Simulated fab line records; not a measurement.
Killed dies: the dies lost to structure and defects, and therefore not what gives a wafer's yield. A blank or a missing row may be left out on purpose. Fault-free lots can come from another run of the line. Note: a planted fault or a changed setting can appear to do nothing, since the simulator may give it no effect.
Which tool is to blame? | flow rit-cmos | 15 lots, 45 wafers sampled, at 5 steps of a route of 202

== WHAT EACH GAUGE READ, for each wafer ==
RIT_SILICIDE_RS_MEAS_02: measures by four-point-probe.
lot  | measured    | on            | SILICIDE_TI_RS (ohm/sq)
L636 | day 3 07:50 | film-metro-04 | 51.0 51.3 50.7
L637 | day 3 15:31 | film-metro-04 | 50.2 50.1 50.1
L638 | day 3 19:31 | film-metro-03 | 51.3 50.6 50.9
L639 | day 3 23:10 | film-metro-04 | 50.5 50.3 50.4
L640 | day 4 03:13 | film-metro-04 | 51.5 51.1 50.7
L642 | day 4 12:14 | film-metro-04 | 50.2 50.1 50.4
L643 | day 4 19:11 | film-metro-03 | 50.4 50.4 50.6
L644 | day 5 00:27 | film-metro-04 | 51.3 50.9 51.6
L645 | day 5 04:20 | film-metro-03 | 50.1 50.3 50.4
L648 | day 5 20:23 | film-metro-04 | 50.6 49.7 49.7
L650 | day 6 04:41 | film-metro-03 | 50.4 51.4 50.4
L653 | day 6 20:08 | film-metro-01 | 49.5 50.3 49.9
L655 | day 7 07:50 | film-metro-03 | 50.7 50.9 51.0
L657 | day 7 21:53 | film-metro-04 | 50.5 50.1 50.6
L658 | day 8 01:25 | film-metro-04 | 50.1 49.8 50.9

RIT_CONTACT_CD_MEAS_90: the cd target is 1000 nm.
lot  | measured    | on        | cd-nm (nm)
L636 | day 3 10:08 | cd-sem-01 | 999.9 996.8 996.7
L637 | day 3 17:37 | cd-sem-01 | 996.6 997.3 995.0
L638 | day 3 21:38 | cd-sem-01 | 1004.0 1001.5 1001.5
L639 | day 4 01:25 | cd-sem-01 | 996.5 997.8 997.2
L640 | day 4 05:22 | cd-sem-02 | 1000.9 1002.8 1001.6
L642 | day 4 14:28 | cd-sem-02 | 999.1 999.5 997.8
L643 | day 4 21:25 | cd-sem-02 | - - -
L644 | day 5 02:34 | cd-sem-02 | - - -
L645 | day 5 06:34 | cd-sem-02 | - - -
L648 | day 5 22:37 | cd-sem-02 | 1002.0 1000.0 999.8
L650 | day 6 06:48 | cd-sem-02 | 1003.1 1004.9 1004.6
L653 | day 6 22:15 | cd-sem-02 | 996.7 996.8 999.8
L655 | day 7 10:04 | cd-sem-02 | 999.8 998.8 1000.0
L657 | day 8 00:19 | cd-sem-01 | 996.2 997.4 998.3
L658 | day 8 03:53 | cd-sem-01 | 1001.0 1000.8 1000.6

RIT_M1_CD_MEAS_09: the cd target is 2600 nm.
lot  | measured    | on        | cd-nm (nm)
L636 | day 3 12:07 | cd-sem-02 | 2602.9 2603.5 2602.2
L637 | day 3 19:37 | cd-sem-02 | 2601.8 2603.9 2604.6
L638 | day 3 23:31 | cd-sem-02 | 2603.6 2601.3 2600.5
L639 | day 4 03:22 | cd-sem-02 | 2601.2 2600.7 2601.0
L640 | day 4 07:13 | cd-sem-01 | 2605.2 2604.4 2605.8
L642 | day 4 16:17 | cd-sem-01 | 2600.4 2599.8 2600.2
L648 | day 6 00:26 | cd-sem-01 | 2599.5 2599.7 2599.1
L650 | day 6 08:54 | cd-sem-01 | 2602.2 2601.2 2601.3
L653 | day 7 00:05 | cd-sem-02 | 2600.2 2600.1 2597.9
L655 | day 7 12:02 | cd-sem-01 | 2599.1 2601.3 2597.9
L657 | day 8 02:23 | cd-sem-02 | 2601.2 2598.5 2599.8
L658 | day 8 05:46 | cd-sem-02 | 2602.1 2607.2 2603.1

== WHAT TOOL EACH LOT RAN ON (gives the tool, then ch and the chambers of the sampled wafers, and finally the start) ==
lot  | RIT_ACTIVE_STRIP_14                 | RIT_CONTACT_ETCH_11
L636 | plasma-asher-02 ch 0,1, day 1 19:50 | rie-diel-03 ch 0,1, day 3 09:46
L637 | plasma-asher-01 ch 0,1, day 2 00:58 | rie-diel-01 ch 0,1,2, day 3 17:13
L638 | plasma-asher-02 ch 0,1, day 2 06:02 | rie-diel-03 ch 0,1,2, day 3 21:12
L639 | plasma-asher-02 ch 0,1, day 2 11:05 | rie-diel-02 ch 0,2, day 4 01:00
L640 | plasma-asher-03 ch 0,1, day 2 15:50 | rie-diel-01 ch 0,1,2, day 4 05:00
L642 | plasma-asher-03 ch 0,1, day 3 02:05 | rie-diel-01 ch 0,1,2, day 4 14:03
L643 | plasma-asher-03 ch 0,1, day 3 06:58 | rie-diel-01 ch 1,2,3, day 4 21:03
L644 | plasma-asher-03 ch 0,1, day 3 14:02 | rie-diel-03 ch 2,3, day 5 02:09
L645 | plasma-asher-01 ch 0,1, day 3 16:50 | rie-diel-02 ch 1,3, day 5 06:12
L648 | plasma-asher-01 ch 0,1, day 4 07:50 | rie-diel-03 ch 1,3, day 5 22:13
L650 | plasma-asher-01 ch 0,1, day 4 17:59 | rie-diel-03 ch 0,1, day 6 06:26
L653 | plasma-asher-03 ch 0,1, day 5 08:58 | rie-diel-03 ch 0,3, day 6 21:53
L655 | plasma-asher-02 ch 0,1, day 5 18:50 | rie-diel-01 ch 0,2,3, day 7 09:42
L657 | plasma-asher-02 ch 0,1, day 6 04:58 | rie-diel-01 ch 0,2, day 7 23:55
L658 | plasma-asher-03 ch 0,1, day 6 09:53 | rie-diel-02 ch 0,1, day 8 03:23
- RIT_ACTIVE_STRIP_14: strips in O2, time 180 s.
- RIT_CONTACT_ETCH_11: etches SiO2 in CHF3/CF4/Ar, stops on TiSi2, target depth 480 nm, time 320 s.

== AS READ BY THE TOOLS THEMSELVES (means over the sampled wafers that have a number; for cases with no such wafer, the mark the record gives instead) ==
RIT_ACTIVE_STRIP_14.
lot  | tool            | drypump-motor-current-A (A)
L636 | plasma-asher-02 | 5.0
L637 | plasma-asher-01 | 6.0
L638 | plasma-asher-02 | 5.0
L639 | plasma-asher-02 | 5.0
L640 | plasma-asher-03 | 5.4
L642 | plasma-asher-03 | 5.4
L643 | plasma-asher-03 | 5.4
L644 | plasma-asher-03 | 5.4
L645 | plasma-asher-01 | 5.9
L648 | plasma-asher-01 | 6.1
L650 | plasma-asher-01 | 6.0
L653 | plasma-asher-03 | 5.4
L655 | plasma-asher-02 | 5.2
L657 | plasma-asher-02 | 5.2
L658 | plasma-asher-03 | 5.4

RIT_CONTACT_ETCH_11.
lot  | tool        | CHF3_flow_sccm (sccm) | O2_flow_sccm (sccm) | cf4-flow-sccm (sccm) | drypump-motor-current-A (A) | oes-product-au (a.u.) | throttle-valve-pct (%)
L636 | rie-diel-03 | 49.89                 | 5.000               | 10.01                | 5.5                         | 1.007                 | 8.79
L637 | rie-diel-01 | 50.03                 | 5.019               | 10.03                | 6.1                         | 1.006                 | 8.96
L638 | rie-diel-03 | 50.13                 | 5.001               | 10.00                | 5.7                         | 1.002                 | 8.88
L639 | rie-diel-02 | 50.25                 | 5.001               | 9.99                 | 5.0                         | 0.994                 | 8.86
L640 | rie-diel-01 | 50.06                 | 5.003               | 9.99                 | 6.0                         | 1.008                 | 8.95
L642 | rie-diel-01 | 49.96                 | 5.009               | 10.03                | 6.0                         | 1.005                 | 8.96
L643 | rie-diel-01 | -                     | -                   | -                    | -                           | -                     | -
L644 | rie-diel-03 | -                     | -                   | -                    | -                           | -                     | -
L645 | rie-diel-02 | -                     | -                   | -                    | -                           | -                     | -
L648 | rie-diel-03 | 49.99                 | 5.014               | 9.98                 | 5.5                         | 1.000                 | 8.84
L650 | rie-diel-03 | 50.09                 | 5.004               | 9.96                 | 5.5                         | 0.989                 | 8.80
L653 | rie-diel-03 | 50.03                 | 5.013               | 10.02                | 5.6                         | 0.980                 | 8.90
L655 | rie-diel-01 | 49.96                 | 5.016               | 10.00                | 5.5                         | 1.002                 | 8.99
L657 | rie-diel-01 | 50.16                 | 5.018               | 9.99                 | 5.8                         | 1.007                 | 8.97
L658 | rie-diel-02 | 49.97                 | 5.000               | 9.97                 | 5.4                         | 0.994                 | 8.83

== THE ANSWER, worked out from the rows above alone ==
Rule: usual is defined by the lots themselves. Put in order of their means at a reading, lots are off if they are a third of the lots or fewer, leave a main group of 4 or more, and stand apart from it by a gap of 3 or more times the standard deviation of the main group's means; of several such gaps the widest counts. A main group whose means are all the same, to the digits that the tables above print for the reading, isn't used. Also off: a lot with no number at a reading for which 4 or more lots have one. Where the step has rows for the other lots, those lots are counted as sound. Order of review: gauges by route order, followed by the tools' own readings, for which a lot's mean as printed above is used. At the first step where some lot is off, the reading lying furthest off is the one used; lots without a number count as furthest.
Off, at RIT_CONTACT_CD_MEAS_90 on cd-nm: L643, L644, L645. Without a number there: L643, L644, L645. Mean 999.5 nm and standard deviation 2.3 in the main group.
A tool fits if, at a process step before that reading, it ran every lot that is off, and no sound lot after the first of them. Not tried: the gauges at RIT_CONTACT_CD_MEAS_90; whatever is off there is also off at RIT_CONTACT_ETCH_11, on other tools, and gauge error can't account for it. None of those tried fits.

== WHAT HAD BEEN PUT IN BY THE SIMULATOR ==
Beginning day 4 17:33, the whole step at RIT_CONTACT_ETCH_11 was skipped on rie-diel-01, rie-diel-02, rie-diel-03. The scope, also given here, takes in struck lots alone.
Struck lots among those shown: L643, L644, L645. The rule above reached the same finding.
